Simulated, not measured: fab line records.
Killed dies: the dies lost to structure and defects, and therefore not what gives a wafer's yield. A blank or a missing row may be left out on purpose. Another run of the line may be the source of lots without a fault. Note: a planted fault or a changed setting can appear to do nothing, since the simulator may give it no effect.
Which tool is to blame? | flow rit cmos | 12 lots, 36 wafers sampled, at 3 steps of a route of 202

## WHAT THE GAUGES READ, wafer by wafer
RIT_PWELL_TW_MEAS_10.
lot  | measured    | on            | PWELL_TW
L262 | day 1 22:27 | film metro-02 | 942 940 939
L263 | day 2 03:28 | film metro-02 | 945 942 946
L264 | day 2 09:17 | film metro-04 | 960 952 952
L265 | day 2 14:14 | film metro-03 | 961 962 959
L266 | day 2 18:38 | film metro-02 | 943 947 939
L267 | day 2 23:55 | film metro-02 | 947 938 944
L268 | day 3 04:35 | film metro-04 | 958 956 960
L269 | day 3 10:08 | film metro-04 | 961 956 958
L273 | day 4 06:04 | film metro-02 | 910 920 909 914 912 911
L274 | day 4 11:09 | film metro-02 | 911 907 913 911 911 917
L283 | day 6 09:31 | film metro-04 | 949 947 947
L285 | day 6 19:47 | film metro-02 | 941 937 944

RIT_WELLDRIVE_RS_MEAS_02: a four-point-probe measurement.
lot  | measured    | on            | PWELL_RS (ohm/sq)
L262 | day 2 04:24 | film metro-03 | 429.3 429.1 429.3
L263 | day 2 08:45 | film metro-04 | 432.3 432.3 430.9
L264 | day 2 14:33 | film metro-04 | 428.7 428.7 429.7
L265 | day 2 19:31 | film metro-04 | 429.1 428.7 428.4
L266 | day 3 00:32 | film metro-03 | 429.1 429.4 429.0
L267 | day 3 05:34 | film metro-04 | 429.1 428.9 429.8
L268 | day 3 09:51 | film metro-02 | 430.9 430.1 430.4
L269 | day 3 15:25 | film metro-02 | 429.6 431.0 431.1
L273 | day 4 18:58 | film metro-04 | 442.6 442.4 442.0 442.8 442.3 442.2
L274 | day 5 07:02 | film metro-03 | 441.5 444.3 442.4 442.7 443.1 442.1
L283 | day 6 15:49 | film metro-02 | 429.1 431.1 429.8
L285 | day 7 01:23 | film metro-03 | 430.0 430.2 430.4

## WHICH TOOL RAN EACH LOT (tool, then ch and the chambers of the sampled wafers, then the start)
lot  | RIT_PWELL_IMPLANT_08
L262 | implanter-01 ch 0, day 1 22:08
L263 | implanter-04 ch 0, day 2 03:10
L264 | implanter-01 ch 0, day 2 08:58
L265 | implanter-01 ch 0, day 2 13:55
L266 | implanter-04 ch 0, day 2 18:19
L267 | implanter-01 ch 0, day 2 23:37
L268 | implanter-01 ch 0, day 3 04:16
L269 | implanter-01 ch 0, day 3 09:50
L273 | implanter-02 ch 0, day 4 05:44
L274 | implanter-02 ch 0, day 4 10:50
L283 | implanter-04 ch 0, day 6 09:12
L285 | implanter-01 ch 0, day 6 19:29
- RIT_PWELL_IMPLANT_08

## WHAT THE TOOLS THEMSELVES READ (means of the sampled wafers that have a number; where no wafer has one, the mark that the record gives instead)
RIT_PWELL_IMPLANT_08.
lot  | tool         | beam energy keV
L262 | implanter-01 | 169.95
L263 | implanter-04 | 170.00
L264 | implanter-01 | 170.05
L265 | implanter-01 | 170.01
L266 | implanter-04 | 169.96
L267 | implanter-01 | 169.99
L268 | implanter-01 | 170.07
L269 | implanter-01 | 170.02
L273 | implanter-02 | 119.04
L274 | implanter-02 | 118.98
L283 | implanter-04 | 170.01
L285 | implanter-01 | 170.01

## THE ANSWER, worked out from the rows above alone
Rule: what is usual is taken from the lots themselves. The widest of any qualifying gaps counts: lots, ordered by their means at a reading, are off when they make up no more than a third of the lots, leave a main group of 4 or more, and stand apart from it by 3 or more times the standard deviation of that group's means. A main group whose means are all the same, to the digits that the tables above print for the reading, isn't used. Also off: a lot with no number at a reading for which 4 or more lots have one. Any other lot the step has rows for is counted as sound. First the gauges in route order, then the tools' own readings, where a lot's mean is used as printed above. At the first step where some lot is off, the reading lying furthest off is the one used; lots without a number count as furthest.
Off: L273, L274, seen at RIT_PWELL_TW_MEAS_10 (PWELL_TW). The main group has a mean of 949 with a standard deviation of 7.6.
If a tool, at a process step before that reading, ran all the lots that are off and no sound lot after the first of them, it fits. Not tried: the gauges at RIT_PWELL_TW_MEAS_10; whatever is off there is also off at RIT_WELLDRIVE_RS_MEAS_02, on other tools, and gauge error can't account for it. One fits: RIT_PWELL_IMPLANT_08 on implanter-02. It ran no sound lot before its first lot that is off in this sample, so the start can't be narrowed down.
The tool's own readings at RIT_PWELL_IMPLANT_08 bear it out: on the lots that are off they differ by more than 5 times the standard deviation of the sound lots' means. beam energy keV reads 119.01 there against 170.01 on the sound lots.

## WHAT THE SIMULATOR HAD INSERTED
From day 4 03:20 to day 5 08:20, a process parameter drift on implanter-02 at RIT_PWELL_IMPLANT_08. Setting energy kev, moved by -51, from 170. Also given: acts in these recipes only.
Struck lots among those shown: L273, L274. The rule above found the same.
